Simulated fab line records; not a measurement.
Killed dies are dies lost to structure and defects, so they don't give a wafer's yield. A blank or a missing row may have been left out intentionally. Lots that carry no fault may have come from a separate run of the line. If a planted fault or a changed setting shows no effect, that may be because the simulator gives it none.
Which tool is to blame?    flow rit-cmos    route of 202 steps, sampled at 1 step: 15 lots, 45 wafers

## WHAT EACH GAUGE READ, for each wafer
The record lacks any reading of a measuring or inspecting step that a usual standard deviation could be used to judge.

## WHAT TOOL EACH LOT RAN ON (gives the tool, then ch and the chambers of the sampled wafers, and finally the start)
lot   RIT_GATE_EXPOSE_13
L129  iline-stepper-01 ch 0, day 2 16:04
L130  iline-stepper-01 ch 0, day 2 16:47
L131  iline-stepper-02 ch 0, day 3 03:22
L132  iline-stepper-02 ch 0, day 3 04:55
L133  iline-stepper-01 ch 0, day 3 08:52
L135  iline-stepper-02 ch 0, day 3 18:35
L136  iline-stepper-01 ch 0, day 4 00:20
L139  iline-stepper-01 ch 0, day 4 13:43
L141  iline-stepper-01, day 5 01:14
L142  iline-stepper-02, day 5 06:26
L143  iline-stepper-02, day 5 11:28
L149  iline-stepper-01 ch 0, day 6 15:56
L150  iline-stepper-01 ch 0, day 6 21:37
L151  iline-stepper-02 ch 0, day 7 01:48
L152  iline-stepper-02 ch 0, day 7 06:35
- RIT_GATE_EXPOSE_13: exposes mask M6, target cd 150 nm.

## AS READ BY THE TOOLS THEMSELVES (means over the sampled wafers that have a number; for cases with no such wafer, the mark the record gives instead)
RIT_GATE_EXPOSE_13.
lot   tool              exposure-dose-mJ-cm2  focus-offset-nm (nm)
L129  iline-stepper-01  379.9                 -0.3
L130  iline-stepper-01  379.6                 0.5
L131  iline-stepper-02  379.6                 0.7
L132  iline-stepper-02  379.9                 -0.5
L133  iline-stepper-01  379.7                 -0.2
L135  iline-stepper-02  380.3                 0.5
L136  iline-stepper-01  379.7                 -1.0
L139  iline-stepper-01  379.9                 0.4
L141  iline-stepper-01  -                     -
L142  iline-stepper-02  -                     -
L143  iline-stepper-02  -                     -
L149  iline-stepper-01  379.7                 -0.1
L150  iline-stepper-01  380.1                 -0.3
L151  iline-stepper-02  380.0                 -0.1
L152  iline-stepper-02  380.1                 0.2

## THE ANSWER, worked out from the rows above alone
Rule: the lots themselves supply what counts as usual. Put in order of their means at a reading, lots are off if they are a third of the lots or fewer, leave a main group of 4 or more, and stand apart from it by a gap of 3 or more times the standard deviation of the main group's means; of several such gaps the widest counts. The tables above print the reading to a certain number of digits; a main group whose means all agree to those digits is not used. Also off: a lot with no number at a reading for which 4 or more lots have one. Where the step has rows for the other lots, those lots are counted as sound. Order of review: gauges by route order, followed by the tools' own readings, for which a lot's mean as printed above is used. At the first step where some lot is off, the reading lying furthest off is the one used; lots without a number count as furthest.
Off: L141, L142, L143 (RIT_GATE_EXPOSE_13, exposure-dose-mJ-cm2). Without a number there: L141, L142, L143. The main group has a mean of 379.9 with a standard deviation of 0.21.
If a tool, at that step or one of the process steps before it, ran each lot that is off and ran no sound lot following the first of them, it fits. Of those tried, none fits.

## WHAT WAS PUT IN BY THE SIMULATOR
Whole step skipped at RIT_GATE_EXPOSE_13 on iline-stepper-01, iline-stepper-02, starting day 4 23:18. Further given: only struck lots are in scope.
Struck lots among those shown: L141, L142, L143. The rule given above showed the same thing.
